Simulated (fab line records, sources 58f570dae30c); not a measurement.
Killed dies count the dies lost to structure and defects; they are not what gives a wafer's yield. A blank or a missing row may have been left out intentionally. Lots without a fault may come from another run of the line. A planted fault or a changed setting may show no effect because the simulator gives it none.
What tool caused it? ; flow berkeley-cmos170 ; Sampling: 14 lots, 42 wafers, 5 of 331 route steps

## WHAT THE GAUGES SHOWED, per wafer
UCB170_NSD_OVL_MEAS_07. Usual: NSD_OVL gives -2 nm (standard deviation 4.8).
lot;measured;on;NSD_OVL (nm);flag
L276;day 6 23:58;overlay-02;2 -5 -3;
L278;day 6 23:46;overlay-01;-4 -7 0;
L275;day 7 00:02;overlay-01;-1 0 -2;
L277;day 7 00:49;overlay-01;-7 -3 -3;
L279;day 7 12:57;overlay-01;-6 0 -4;
L280;day 8 00:02;overlay-02;-3 -6 -8;
L290;day 9 21:12;overlay-01;-8 -5 -2;
L293;day 9 23:47;overlay-01;-7 5 3;
L294;day 10 00:02;overlay-02;-3 -6 4;
L292;day 10 09:11;overlay-01;-5 -7 -5;
L295;day 11 00:01;overlay-01;1 9 6;
L296;day 10 23:12;overlay-02;-8 2 -3;
L297;day 11 08:37;overlay-01;4 1 0;
L298;day 11 13:10;overlay-01;-3 -12 -5;

UCB170_SILICIDE_RS_MEAS_02: uses a four-point probe to measure. Usual: SILICIDE_TI_RS gives 26.2 ohm/sq (standard deviation 0.46).
lot;measured;on;SILICIDE_TI_RS (ohm/sq);flag
L276;day 7 02:17;film-metro-03;26.3 26.1 26.0;
L278;day 7 02:13;film-metro-04;26.3 26.2 26.7;
L275;day 7 02:32;film-metro-03;26.4 25.8 25.7;
L277;day 7 03:20;film-metro-03;25.7 26.0 26.0;
L279;day 7 15:09;film-metro-03;25.9 26.0 26.1;
L280;day 8 02:28;film-metro-03;26.0 26.0 25.9;
L290;day 9 23:20;film-metro-03;26.4 25.9 26.4;
L293;day 10 01:53;film-metro-03;27.1 26.6 26.8;
L294;day 10 02:15;film-metro-02;24.9 25.1 25.2;
L292;day 10 11:08;film-metro-02;26.4 26.1 25.9;
L295;day 11 02:24;film-metro-03;27.1 26.8 26.8;
L296;day 11 01:16;film-metro-03;26.1 25.9 26.1;
L297;day 11 10:35;film-metro-02;26.1 26.3 26.5;
L298;day 11 15:13;film-metro-03;26.8 27.3 26.9;

UCB170_CONTACT_THK_MEAS_02. Usual: CONTACT_PSG_THK gives 703 nm (standard deviation 6.7).
lot;measured;on;CONTACT_PSG_THK (nm);flag
L276;day 7 04:34;film-metro-03;719 726 722;
L278;day 7 04:34;film-metro-04;720 726 719;
L275;day 7 04:47;film-metro-01;699 697 692;
L277;day 7 06:23;film-metro-04;724 723 720;
L279;day 7 18:50;film-metro-03;705 699 700;
L280;day 8 05:35;film-metro-03;698 704 697;
L290;day 10 01:40;film-metro-03;698 697 704;
L293;day 10 04:48;film-metro-03;697 696 701;
L294;day 10 04:49;film-metro-01;700 698 701;
L292;day 10 13:23;film-metro-03;701 698 705;
L295;day 11 05:14;film-metro-03;705 703 701;
L296;day 11 03:29;film-metro-01;699 699 701;
L297;day 11 12:49;film-metro-04;697 703 697;
L298;day 11 17:29;film-metro-01;702 700 701;

## TOOL THAT RAN EACH LOT (tool first, then ch and the chambers of the sampled wafers, then the start)
lot;UCB170_SPACER_ETCHBACK_03;UCB170_CONTACT_CVD_01
L276;rie-diel-01 ch 1,2,3, day 6 18:12;lpcvd-02 ch 1, day 7 02:46
L278;rie-diel-02 ch 1,2,3, day 6 18:12;lpcvd-02 ch 1, day 7 02:46
L275;rie-diel-02 ch 1,3, day 6 18:16;lpcvd-01 ch 0, day 7 02:59
L277;rie-diel-02 ch 0,1,2, day 6 21:14;lpcvd-02 ch 0, day 7 04:34
L279;rie-diel-01 ch 1,2, day 7 08:29;lpcvd-01 ch 0, day 7 17:02
L280;rie-diel-01 ch 1,2, day 7 19:04;lpcvd-01 ch 1, day 8 02:55
L290;rie-diel-01 ch 2,3, day 9 16:26;lpcvd-01 ch 1, day 9 23:53
L293;rie-diel-01 ch 2,3, day 9 19:51;lpcvd-02 ch 1, day 10 03:01
L294;rie-diel-02 ch 0,1,3, day 9 19:51;lpcvd-02 ch 0, day 10 03:01
L292;rie-diel-03 ch 0,3, day 10 05:07;lpcvd-01 ch 1, day 10 11:35
L295;rie-diel-02 ch 1,2, day 10 19:47;lpcvd-02 ch 0, day 11 03:27
L296;rie-diel-01 ch 0,1,3, day 10 19:49;lpcvd-02 ch 1, day 11 01:40
L297;rie-diel-01 ch 0,1,3, day 11 05:13;lpcvd-01 ch 1, day 11 11:01
L298;rie-diel-02 ch 0,2,3, day 11 09:33;lpcvd-01 ch 1, day 11 15:41
- UCB170_SPACER_ETCHBACK_03: etches SiO2 in CHF3/CF4/Ar, stops on Si, target depth 376 nm, time 100 s.
- UCB170_CONTACT_CVD_01: deposits PSG from SiH4/O2/PH3, target thk 700 nm, time 2820 s.

## WHAT THE TOOLS THEMSELVES READ (means of the sampled wafers that have a number; where no wafer has one, the mark that the record gives instead)
UCB170_SPACER_ETCHBACK_03. Usual: CHF3_flow_sccm 50.02 sccm, standard deviation 0.17; drypump-motor-current-A 5.8 A, standard deviation 0.51; oes-product-au 0.904 a.u., standard deviation 0.013; throttle-valve-pct 6.46 %, standard deviation 0.092.
lot;tool;CHF3_flow_sccm (sccm);drypump-motor-current-A (A);oes-product-au (a.u.);throttle-valve-pct (%);flag
L276;rie-diel-01;49.87;5.4;0.892;6.54;
L278;rie-diel-02;50.00;6.2;0.903;6.43;
L275;rie-diel-02;50.07;6.2;0.907;6.45;
L277;rie-diel-02;50.00;6.1;0.926;6.40;
L279;rie-diel-01;50.02;5.7;0.891;6.53;
L280;rie-diel-01;49.99;5.3;0.906;6.55;
L290;rie-diel-01;50.14;5.7;0.897;6.54;
L293;rie-diel-01;49.94;5.4;0.902;6.53;
L294;rie-diel-02;50.01;6.0;0.922;6.43;
L292;rie-diel-03;49.82;5.7;0.900;6.43;
L295;rie-diel-02;49.89;6.0;0.907;6.33;
L296;rie-diel-01;50.19;5.2;0.898;6.50;
L297;rie-diel-01;50.01;5.2;0.900;6.50;
L298;rie-diel-02;50.06;6.3;0.919;6.51;

UCB170_CONTACT_CVD_01. Usual: ph3-flow-sccm 25.00 sccm, standard deviation 0.07.
lot;tool;ph3-flow-sccm (sccm);flag
L276;lpcvd-02;29.96;OFF
L278;lpcvd-02;29.95;OFF
L275;lpcvd-01;25.03;
L277;lpcvd-02;30.04;OFF
L279;lpcvd-01;25.02;
L280;lpcvd-01;24.97;
L290;lpcvd-01;24.86;
L293;lpcvd-02;25.02;
L294;lpcvd-02;25.08;
L292;lpcvd-01;25.04;
L295;lpcvd-02;24.90;
L296;lpcvd-02;25.02;
L297;lpcvd-01;25.01;
L298;lpcvd-01;25.01;

## THE ANSWER, worked out from the rows above alone
Rule: a lot counts as off when the mean over its wafers that have a number is more than 3 standard deviations away from the usual mean. Also off: a lot with no number at a reading for which 4 or more lots have one. Where the step has rows for the other lots, those lots are counted as sound. The gauges are gone through in route order, then the tools' own readings, and for those a lot's mean is taken as printed above. The first step at which some lot is off is used, and at that step the reading that is off furthest; a lot without a number counts as furthest.
Off: L276, L278, L277 (UCB170_CONTACT_CVD_01, ph3-flow-sccm).
If a tool, at that step or one of the process steps before it, ran each lot that is off and ran no sound lot following the first of them, it fits. Of those tried, none fits.

## WHAT THE SIMULATOR HAD PUT IN
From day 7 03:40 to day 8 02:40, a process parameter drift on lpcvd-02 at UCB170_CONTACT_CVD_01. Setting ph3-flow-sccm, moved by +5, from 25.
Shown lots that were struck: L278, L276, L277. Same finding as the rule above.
